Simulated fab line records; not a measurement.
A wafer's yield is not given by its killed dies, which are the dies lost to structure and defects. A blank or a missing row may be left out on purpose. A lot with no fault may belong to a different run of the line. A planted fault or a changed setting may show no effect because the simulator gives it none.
What tool caused it? || flow berkeley cmos170 || 15 lots with 45 wafers sampled at 3 steps, on a route of 331 steps

## WHAT THE GAUGES READ, wafer by wafer
UCB170_M2_CD_MEAS_15: target cd 700 nm.
{"lot": "L384", "measured": "day 8 11:23", "on": "cd sem-02", "cd nm (nm)": "698.8 699.4 699.0"}
{"lot": "L383", "measured": "day 8 14:35", "on": "cd sem-01", "cd nm (nm)": "699.7 700.2 699.0"}
{"lot": "L386", "measured": "day 8 22:24", "on": "cd sem-02", "cd nm (nm)": "698.0 697.9 700.2"}
{"lot": "L385", "measured": "day 8 22:41", "on": "cd sem-01", "cd nm (nm)": "700.1 700.0 700.7"}
{"lot": "L388", "measured": "day 10 08:26", "on": "cd sem-01", "cd nm (nm)": "702.6 703.9 702.5"}
{"lot": "L392", "measured": "day 10 08:32", "on": "cd sem-01", "cd nm (nm)": "700.3 700.8 699.6"}
{"lot": "L390", "measured": "day 10 08:43", "on": "cd sem-02", "cd nm (nm)": "700.6 702.2 700.9"}
{"lot": "L391", "measured": "day 10 09:46", "on": "cd sem-02", "cd nm (nm)": "701.9 702.2 701.7"}
{"lot": "L393", "measured": "day 11 06:11", "on": "cd sem-01", "cd nm (nm)": "701.3 701.7 700.4"}
{"lot": "L397", "measured": "day 11 08:09", "on": "cd sem-01", "cd nm (nm)": "699.1 698.3 699.9"}
{"lot": "L399", "measured": "day 12 03:05", "on": "cd sem-01", "cd nm (nm)": "699.6 700.2 700.1"}
{"lot": "L401", "measured": "day 12 16:52", "on": "cd sem-02", "cd nm (nm)": "696.7 697.0 696.3"}
{"lot": "L404", "measured": "day 13 09:14", "on": "cd sem-01", "cd nm (nm)": "701.1 700.5 700.0"}
{"lot": "L405", "measured": "day 13 10:22", "on": "cd sem-02", "cd nm (nm)": "701.7 700.5 701.0"}
{"lot": "L406", "measured": "day 13 11:28", "on": "cd sem-02", "cd nm (nm)": "697.9 699.4 698.7"}

UCB170_M2_OVL_MEAS_16.
{"lot": "L384", "measured": "day 8 11:30", "on": "overlay-01", "M2_OVL (nm)": "-4 -1 -7"}
{"lot": "L383", "measured": "day 8 14:43", "on": "overlay-02", "M2_OVL (nm)": "4 5 1"}
{"lot": "L386", "measured": "day 8 22:31", "on": "overlay-02", "M2_OVL (nm)": "-5 -5 -4"}
{"lot": "L385", "measured": "day 8 22:47", "on": "overlay-02", "M2_OVL (nm)": "0 0 -2"}
{"lot": "L388", "measured": "day 10 08:33", "on": "overlay-02", "M2_OVL (nm)": "2 -1 0"}
{"lot": "L392", "measured": "day 10 08:40", "on": "overlay-02", "M2_OVL (nm)": "-5 -4 -14"}
{"lot": "L390", "measured": "day 10 08:50", "on": "overlay-01", "M2_OVL (nm)": "0 -4 -4"}
{"lot": "L391", "measured": "day 10 09:52", "on": "overlay-01", "M2_OVL (nm)": "-4 -3 -1"}
{"lot": "L393", "measured": "day 11 06:18", "on": "overlay-01", "M2_OVL (nm)": "1 -2 -1"}
{"lot": "L397", "measured": "day 11 08:16", "on": "overlay-02", "M2_OVL (nm)": "-6 -3 6"}
{"lot": "L399", "measured": "day 12 03:12", "on": "overlay-02", "M2_OVL (nm)": "5 4 3"}
{"lot": "L401", "measured": "day 12 16:59", "on": "overlay-01", "M2_OVL (nm)": "-1 13 -8"}
{"lot": "L404", "measured": "day 13 09:20", "on": "overlay-02", "M2_OVL (nm)": "5 13 11"}
{"lot": "L405", "measured": "day 13 10:29", "on": "overlay-01", "M2_OVL (nm)": "0 -6 -3"}
{"lot": "L406", "measured": "day 13 11:34", "on": "overlay-02", "M2_OVL (nm)": "3 -8 1"}

UCB170_M3_OVL_MEAS_16.
{"lot": "L384", "measured": "day 8 16:31", "on": "overlay-02", "M3_OVL (nm)": "-4 -4 4"}
{"lot": "L383", "measured": "day 8 20:26", "on": "overlay-01", "M3_OVL (nm)": "-8 -6 2"}
{"lot": "L386", "measured": "day 9 07:01", "on": "overlay-02", "M3_OVL (nm)": "-2 -2 1"}
{"lot": "L385", "measured": "day 9 07:21", "on": "overlay-01", "M3_OVL (nm)": "2 2 8"}
{"lot": "L388", "measured": "day 10 16:38", "on": "overlay-01", "M3_OVL (nm)": "-1 -3 2"}
{"lot": "L392", "measured": "day 10 16:38", "on": "overlay-02", "M3_OVL (nm)": "-2 -6 2"}
{"lot": "L390", "measured": "day 10 16:55", "on": "overlay-01", "M3_OVL (nm)": "2 -1 4"}
{"lot": "L391", "measured": "day 10 17:22", "on": "overlay-01", "M3_OVL (nm)": "2 1 7"}
{"lot": "L393", "measured": "day 11 12:08", "on": "overlay-02", "M3_OVL (nm)": "9 -2 0"}
{"lot": "L397", "measured": "day 11 13:58", "on": "overlay-01", "M3_OVL (nm)": "10 9 7"}
{"lot": "L399", "measured": "day 12 08:33", "on": "overlay-02", "M3_OVL (nm)": "10 7 4"}
{"lot": "L401", "measured": "day 12 23:10", "on": "overlay-01", "M3_OVL (nm)": "13 11 12"}
{"lot": "L404", "measured": "day 13 16:25", "on": "overlay-02", "M3_OVL (nm)": "9 9 11"}
{"lot": "L405", "measured": "day 13 16:37", "on": "overlay-01", "M3_OVL (nm)": "21 9 6"}
{"lot": "L406", "measured": "day 13 16:45", "on": "overlay-02", "M3_OVL (nm)": "-7 -10 -13"}

## TOOL THAT RAN EACH LOT (tool first, then ch and the chambers of the sampled wafers, then the start)
The record shows no process step preceding these readings.

## AS READ BY THE TOOLS THEMSELVES (means over the sampled wafers that have a number; for cases with no such wafer, the mark the record gives instead)
The record holds no such reading with a usual standard deviation.

## THE ANSWER, worked out from the rows above alone
Rule: what is usual is taken from the lots themselves. The widest of any qualifying gaps counts: lots, ordered by their means at a reading, are off when they make up no more than a third of the lots, leave a main group of 4 or more, and stand apart from it by 3 or more times the standard deviation of that group's means. A main group whose means are all the same, to the digits that the tables above print for the reading, isn't used. A lot without any number at a reading at which 4 lots or more have one is off too. The other lots that the step has rows for count as sound. After the gauges, taken in route order, come the tools' own readings; for these a lot's mean is taken, as printed above. At the first step where some lot is off, the reading lying furthest off is the one used; lots without a number count as furthest.
No lot is off at any reading shown: from this, nothing can be told.

## WHAT THE SIMULATOR HAD PUT IN
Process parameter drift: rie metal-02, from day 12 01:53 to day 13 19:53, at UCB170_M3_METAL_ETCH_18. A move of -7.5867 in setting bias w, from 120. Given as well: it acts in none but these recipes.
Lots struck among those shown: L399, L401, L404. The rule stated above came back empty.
